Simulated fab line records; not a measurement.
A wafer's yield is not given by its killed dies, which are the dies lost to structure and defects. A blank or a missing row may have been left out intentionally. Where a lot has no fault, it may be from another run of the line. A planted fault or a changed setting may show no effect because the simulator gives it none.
One fault through the eyes of 2 desks | flow berkeley cmos170 | what lay behind the numbers comes last; until then each desk has only its own

## METROLOGY DESK
Lot by lot, what the gauges showed, no matter which tool ran the lot: averages of those sampled wafers that carry a number. Any lot whose mean is over 4 standard deviations away from the usual mean is out of limits and marked OUT; that distance is given in the brackets.
Columns: A = START_OXIDE_THK at UCB170_START_THK_MEAS_03, usual 20.1 nm; B = NWELL_NITRIDE_THK at UCB170_NWELL_THK_MEAS_05, usual 222.4 nm; C = NWELL_OVL at UCB170_NWELL_OVL_MEAS_12, usual 0 nm; D = ACTIVE_NITRIDE_THK at UCB170_ACTIVE_THK_MEAS_06, usual 219.8 nm
lot  | first seen here | A    | B     | C  | D
L710 | day 1 17:12     | 20.0 | 223.1 | 1  | 217.8
L712 | day 2 02:37     | 20.5 | 223.2 | 1  | 220.5
L713 | day 2 05:22     | 20.1 | 220.3 | 5  | 219.5
L714 | day 2 10:48     | 19.7 | 222.3 | 5  | 219.4
L720 | day 3 14:27     | 20.3 | 219.3 | -1 | 207.4 (-6.9) OUT
L723 | day 4 10:48     | 20.0 | 221.4 | 6  | 220.7
L728 | day 5 08:29     | 20.5 | 223.1 | 2  | 216.3
L729 | day 5 16:04     | 20.4 | 223.5 | -3 | 218.3
L730 | day 5 16:04     | 20.4 | 218.0 | -2 | 219.3
L731 | day 5 23:53     | 20.0 | 221.8 | -7 | 218.2
L732 | day 6 06:08     | 20.2 | 224.1 | -3 | 218.1
L733 | day 6 09:59     | 20.2 | 220.5 | 6  | 219.5
This desk reports L720 out of limits; the earliest was L720 at day 6 23:12 (ACTIVE_NITRIDE_THK at UCB170_ACTIVE_THK_MEAS_06). In limits: L710, L712, L713, L714, L723, L728, L729, L730, L731, L732, L733.

## DESK OF THE TOOL OWNER: lpcvd-02
The tool's own readings at UCB170_ACTIVE_CVD_05 (deposits Si3N4 from SiH2Cl2/NH3, target thk 220 nm, time 3300 s): means of the sampled wafers that have a number, for each lot that ran on this tool. Any lot whose mean is over 4 standard deviations away from the usual mean is out of limits and marked OUT; that distance is given in the brackets.
Columns: A = spike tc load C at UCB170_ACTIVE_CVD_05, usual 824 C
lot  | first seen here | A
L712 | day 5 02:26     | 822
L713 | day 5 02:26     | 827
L720 | day 6 21:13     | 822
L733 | day 9 18:51     | 821
This desk found nothing out of limits on any of the 4 lots.

## TAKEN TOGETHER
On L720, the metrology desk was in a position to raise an alarm at day 6 23:12.
The desk of the tool owner found nothing out of limits.
The tool owner's desk has L720 on record, within its limits.
Of the lots named, all ran UCB170_ACTIVE_CVD_05 on lpcvd-02.

## WHAT THE SIMULATOR PUT IN
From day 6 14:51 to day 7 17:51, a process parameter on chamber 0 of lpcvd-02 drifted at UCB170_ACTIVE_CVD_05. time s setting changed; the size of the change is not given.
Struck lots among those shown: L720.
Delay in hours, fault start to first out-of-limits reading, per desk: metrology desk 8.
